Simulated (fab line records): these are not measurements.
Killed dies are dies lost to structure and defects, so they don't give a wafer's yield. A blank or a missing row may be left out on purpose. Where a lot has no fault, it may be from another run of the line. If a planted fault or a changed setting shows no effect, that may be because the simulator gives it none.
What tool caused it? -- flow berkeley-cmos170 -- 15 lots, 45 wafers sampled, at 5 steps of a route of 331

## WHAT THE GAUGES READ, wafer by wafer
UCB170_NWELL_OVL_MEAS_12. Usual: NWELL_OVL typically reads -3 nm, with standard deviation 5.
lot,measured,on,NWELL_OVL (nm),flag
L663,day 2 19:09,overlay-01,-3 -2 -3,
L664,day 2 19:09,overlay-02,-2 -2 -3,
L665,day 3 00:58,overlay-01,-4 -1 -7,
L667,day 3 10:25,overlay-01,3 5 4,
L669,day 3 18:45,overlay-02,-9 1 -4,
L668,day 3 19:01,overlay-01,-7 -5 -3,
L670,day 4 02:01,overlay-01,-2 7 1,
L671,day 4 09:29,overlay-02,-1 3 3,
L672,day 4 09:31,overlay-01,-1 0 2,
L678,day 5 20:56,overlay-02,-8 -5 -12,
L679,day 5 21:12,overlay-01,-1 -5 6,
L680,day 6 02:43,overlay-02,0 -3 1,
L682,day 6 19:53,overlay-02,3 9 4,
L683,day 6 19:58,overlay-01,-1 0 -4,
L686,day 7 10:19,overlay-02,-11 -10 -15,

UCB170_PVT_OVL_MEAS_06. Usual: PVT_OVL typically reads -7 nm, with standard deviation 4.9.
lot,measured,on,PVT_OVL (nm),flag
L663,day 7 00:52,overlay-02,-7 -9 -11,
L664,day 7 00:35,overlay-01,-1 -5 1,
L665,day 7 01:06,overlay-02,-4 -11 -2,
L667,day 7 10:39,overlay-01,-3 -3 -5,
L669,day 8 04:35,overlay-01,- - -,OFF
L668,day 8 04:17,overlay-01,- - -,OFF
L670,day 8 04:09,overlay-02,1 -6 -9,
L671,day 8 16:33,overlay-01,- - -,OFF
L672,day 8 16:41,overlay-01,-3 0 -9,
L678,day 10 02:40,overlay-02,-4 0 -4,
L679,day 10 02:23,overlay-01,-13 -3 -6,
L680,day 10 02:25,overlay-02,-15 -7 -4,
L682,day 10 18:05,overlay-02,-12 -15 -4,
L683,day 10 17:50,overlay-01,-7 -14 -16,
L686,day 11 05:58,overlay-01,-11 -7 -9,

## WHICH TOOL RAN EACH LOT (tool, then ch and the chambers of the sampled wafers, then the start)
lot,UCB170_NWELL_STRIP_15,UCB170_ACTIVE_STRIP_16,UCB170_PVT_COAT_01
L663,"plasma-asher-01 ch 0,1, day 2 19:26","plasma-asher-03 ch 0, day 5 04:16","litho-track-01 ch 0, day 6 23:47"
L664,"plasma-asher-03 ch 0,1, day 2 19:26","plasma-asher-02 ch 1, day 5 04:32","litho-track-03 ch 0, day 6 23:28"
L665,"plasma-asher-01 ch 0,1, day 3 01:16","plasma-asher-04 ch 0,1, day 5 03:55","litho-track-02 ch 0, day 6 23:57"
L667,"plasma-asher-04 ch 0,1, day 3 10:44","plasma-asher-03 ch 0,1, day 5 17:52","litho-track-01 ch 0, day 7 09:23"
L669,"plasma-asher-01 ch 0,1, day 3 19:04","plasma-asher-03 ch 0,1, day 6 09:27","litho-track-02, day 8 03:14"
L668,"plasma-asher-03 ch 1, day 3 19:18","plasma-asher-02 ch 0,1, day 6 09:08","litho-track-01, day 8 03:07"
L670,"plasma-asher-01 ch 0,1, day 4 02:19","plasma-asher-02 ch 0,1, day 6 09:40","litho-track-01 ch 0, day 8 02:40"
L671,"plasma-asher-04 ch 1, day 4 09:46","plasma-asher-04 ch 0,1, day 6 23:07","litho-track-03, day 8 15:42"
L672,"plasma-asher-03 ch 0,1, day 4 09:48","plasma-asher-03 ch 0,1, day 6 23:23","litho-track-01 ch 0, day 8 15:47"
L678,"plasma-asher-04 ch 1, day 5 21:14","plasma-asher-02 ch 0,1, day 8 09:08","litho-track-03 ch 0, day 10 01:58"
L679,"plasma-asher-03 ch 0,1, day 5 21:30","plasma-asher-04 ch 0,1, day 8 08:50","litho-track-01 ch 0, day 10 01:28"
L680,"plasma-asher-03 ch 1, day 6 03:00","plasma-asher-04 ch 0,1, day 8 08:34","litho-track-02 ch 0, day 10 01:25"
L682,"plasma-asher-01 ch 0,1, day 6 20:11","plasma-asher-04 ch 0,1, day 9 01:36","litho-track-02 ch 0, day 10 16:34"
L683,"plasma-asher-04 ch 0,1, day 6 20:16","plasma-asher-02 ch 0,1, day 9 01:50","litho-track-01 ch 0, day 10 16:29"
L686,"plasma-asher-03 ch 0, day 7 10:36","plasma-asher-04 ch 0,1, day 9 15:14","litho-track-01 ch 0, day 11 05:18"
- UCB170_NWELL_STRIP_15: strips in O2.
- UCB170_ACTIVE_STRIP_16: strips in O2.
- UCB170_PVT_COAT_01: resist thk 900 nm.

## WHAT THE TOOLS THEMSELVES READ (means of the sampled wafers that have a number; where no wafer has one, the mark that the record gives instead)
UCB170_NWELL_STRIP_15. Usual: drypump-motor-current-A 5.7 A, standard deviation 0.33; oes-product-au 0.721 a.u., standard deviation 0.0046; strip-time-to-endpoint-s 18.03 s, standard deviation 0.13.
lot,tool,drypump-motor-current-A (A),oes-product-au (a.u.),strip-time-to-endpoint-s (s),flag
L663,plasma-asher-01,5.7,0.727,17.97,
L664,plasma-asher-03,5.8,0.722,18.14,
L665,plasma-asher-01,5.7,0.721,18.03,
L667,plasma-asher-04,5.3,0.718,18.10,
L669,plasma-asher-01,5.8,0.723,17.89,
L668,plasma-asher-03,5.7,0.718,18.02,
L670,plasma-asher-01,5.7,0.724,18.10,
L671,plasma-asher-04,5.0,0.719,18.07,
L672,plasma-asher-03,5.9,0.723,17.93,
L678,plasma-asher-04,5.0,0.721,18.01,
L679,plasma-asher-03,6.0,0.723,18.11,
L680,plasma-asher-03,5.7,0.719,18.07,
L682,plasma-asher-01,5.7,0.721,17.93,
L683,plasma-asher-04,5.6,0.722,18.08,
L686,plasma-asher-03,6.0,0.724,18.01,

UCB170_ACTIVE_STRIP_16. Usual: drypump-motor-current-A 5.7 A, standard deviation 0.36; oes-product-au 0.722 a.u., standard deviation 0.0044; strip-time-to-endpoint-s 18.32 s, standard deviation 0.11.
lot,tool,drypump-motor-current-A (A),oes-product-au (a.u.),strip-time-to-endpoint-s (s),flag
L663,plasma-asher-03,6.1,0.720,18.32,
L664,plasma-asher-02,5.9,0.721,18.44,
L665,plasma-asher-04,5.3,0.722,18.20,
L667,plasma-asher-03,6.0,0.718,18.25,
L669,plasma-asher-03,5.8,0.725,18.36,
L668,plasma-asher-02,5.9,0.722,18.32,
L670,plasma-asher-02,5.9,0.722,18.28,
L671,plasma-asher-04,5.3,0.724,18.44,
L672,plasma-asher-03,6.0,0.721,18.24,
L678,plasma-asher-02,5.9,0.719,18.41,
L679,plasma-asher-04,5.6,0.722,18.29,
L680,plasma-asher-04,5.6,0.716,18.37,
L682,plasma-asher-04,5.3,0.723,18.38,
L683,plasma-asher-02,5.8,0.723,18.26,
L686,plasma-asher-04,5.3,0.725,18.31,

UCB170_PVT_COAT_01. Usual: chill-plate-temp-C 22.98 C, standard deviation 0.1; dispense-pressure-kPa 55 kPa, standard deviation 4.7.
lot,tool,chill-plate-temp-C (C),dispense-pressure-kPa (kPa),flag
L663,litho-track-01,22.88,60,
L664,litho-track-03,22.91,50,
L665,litho-track-02,22.96,51,
L667,litho-track-01,23.02,60,
L669,litho-track-02,-,-,OFF
L668,litho-track-01,-,-,OFF
L670,litho-track-01,23.16,60,
L671,litho-track-03,-,-,OFF
L672,litho-track-01,23.03,60,
L678,litho-track-03,23.05,50,
L679,litho-track-01,23.02,60,
L680,litho-track-02,22.90,51,
L682,litho-track-02,22.86,51,
L683,litho-track-01,22.99,60,
L686,litho-track-01,23.07,60,

## THE ANSWER, worked out from the rows above alone
Rule: lot off if the mean of its wafers having a number is beyond 3 standard deviations from the usual mean. Also off: a lot with no number at a reading for which 4 or more lots have one. Where the step has rows for the other lots, those lots are counted as sound. After the gauges, taken in route order, come the tools' own readings; for these a lot's mean is taken, as printed above. The first step at which some lot is off is used, and at that step the reading that is off furthest; a lot without a number counts as furthest.
Off: L669, L668, L671, seen at UCB170_PVT_OVL_MEAS_06 (PVT_OVL). Without a number there: L669, L668, L671.
A tool fits if, at a process step before that reading, it ran every lot that is off, and no sound lot after the first of them. The gauges at UCB170_PVT_OVL_MEAS_06 aren't tried: what is off there is off at UCB170_PVT_COAT_01 too, on other tools, and a gauge's error can't cause that. None of those tried fits.

## WHAT THE SIMULATOR PUT IN
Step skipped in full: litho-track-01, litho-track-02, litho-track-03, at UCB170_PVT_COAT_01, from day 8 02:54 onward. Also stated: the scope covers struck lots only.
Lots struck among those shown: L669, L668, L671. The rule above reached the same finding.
